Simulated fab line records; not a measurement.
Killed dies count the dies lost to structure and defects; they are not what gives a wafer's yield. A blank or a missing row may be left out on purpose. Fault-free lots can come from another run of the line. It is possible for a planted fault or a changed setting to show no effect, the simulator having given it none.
What tool caused it? | flow ritCmos | 14 lots, 42 wafers sampled, at 2 steps of a route of 202

== WHAT THE GAUGES READ, wafer by wafer ==
No reading from a measuring or inspecting step in the record can be judged against a usual standard deviation.

== TOOL THAT RAN EACH LOT (tool first, then ch and the chambers of the sampled wafers, then the start) ==
lot  | RIT_NWELL_IMPLANT_08           | RIT_M1_PROBE_99
L428 | implanter-04 ch 0, day 2 08:23 | -
L427 | implanter-01 ch 0, day 2 08:39 | -
L429 | implanter-01 ch 0, day 2 18:47 | -
L430 | implanter-01 ch 0, day 2 23:15 | -
L431 | implanter-04 ch 0, day 3 05:55 | prober-02, day 5 01:08
L432 | implanter-01 ch 0, day 3 12:34 | -
L435 | implanter-01 ch 0, day 3 21:33 | -
L436 | implanter-04 ch 0, day 4 02:53 | -
L439 | implanter-04 ch 0, day 4 14:43 | -
L440 | implanter-04 ch 0, day 4 20:37 | -
L442 | implanter-03 ch 0, day 5 06:53 | -
L443 | implanter-01 ch 0, day 5 10:07 | -
L445 | implanter-03 ch 0, day 5 20:59 | -
L449 | implanter-03 ch 0, day 6 18:22 | -
- RIT_NWELL_IMPLANT_08
- RIT_M1_PROBE_99

== AS READ BY THE TOOLS THEMSELVES (means over the sampled wafers that have a number; for cases with no such wafer, the mark the record gives instead) ==
RIT_NWELL_IMPLANT_08. Usual: tiltDeg 7.006 degrees, standard deviation 0.018.
lot  | tool         | tiltDeg (degrees) | flag
L428 | implanter-04 | 6.994             | 
L427 | implanter-01 | 7.020             | 
L429 | implanter-01 | 7.008             | 
L430 | implanter-01 | 7.006             | 
L431 | implanter-04 | 6.977             | 
L432 | implanter-01 | 7.004             | 
L435 | implanter-01 | 7.017             | 
L436 | implanter-04 | 7.002             | 
L439 | implanter-04 | 8.274             | OFF
L440 | implanter-04 | 8.277             | OFF
L442 | implanter-03 | 6.990             | 
L443 | implanter-01 | 6.988             | 
L445 | implanter-03 | 7.017             | 
L449 | implanter-03 | 7.028             | 

RIT_M1_PROBE_99. Usual: killedAtContacts 0.1, standard deviation 0.38; killedAtFrontEnd 7, standard deviation 3.2; killedDies 7, standard deviation 3.2; killedOpen 3.6, standard deviation 2.1; killedShort 3.5, standard deviation 2.
lot  | tool      | killedAtContacts | killedAtFrontEnd | killedDies | killedOpen | killedShort | flag
L431 | prober-02 | 0.0              | 8                | 8          | 4.0        | 4.0         | 

== THE ANSWER, worked out from the rows above alone ==
Rule: a lot counts as off when the mean over its wafers that have a number is more than 3 standard deviations away from the usual mean. Also off: a lot with no number at a reading for which 4 or more lots have one. All remaining lots with rows at the step are treated as sound. First the gauges in route order, then the tools' own readings, where a lot's mean is used as printed above. At the first step where some lot is off, the reading lying furthest off is the one used; lots without a number count as furthest.
Off, at RIT_NWELL_IMPLANT_08 on tiltDeg: L439, L440.
If a tool, at that step or one of the process steps before it, ran each lot that is off and ran no sound lot following the first of them, it fits. One candidate fits, namely implanter-04 at RIT_NWELL_IMPLANT_08. A fault onset in the window from L436 (day 4 02:53, its last sound lot) to L439 (day 4 14:43, its first lot off) fits.
The tool's own readings at RIT_NWELL_IMPLANT_08 bear it out: on the lots that are off they differ by more than 5 times the standard deviation of the sound lots' means. tiltDeg reads 8.275 degrees there against 7.004 degrees on the sound lots.

== WHAT THE SIMULATOR HAD INSERTED ==
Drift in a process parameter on implanter-04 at RIT_NWELL_IMPLANT_08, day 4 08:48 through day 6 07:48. Setting tiltDeg shifted by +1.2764 from 7. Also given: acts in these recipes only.
Shown lots that were struck: L439, L440. The rule above reached the same finding.
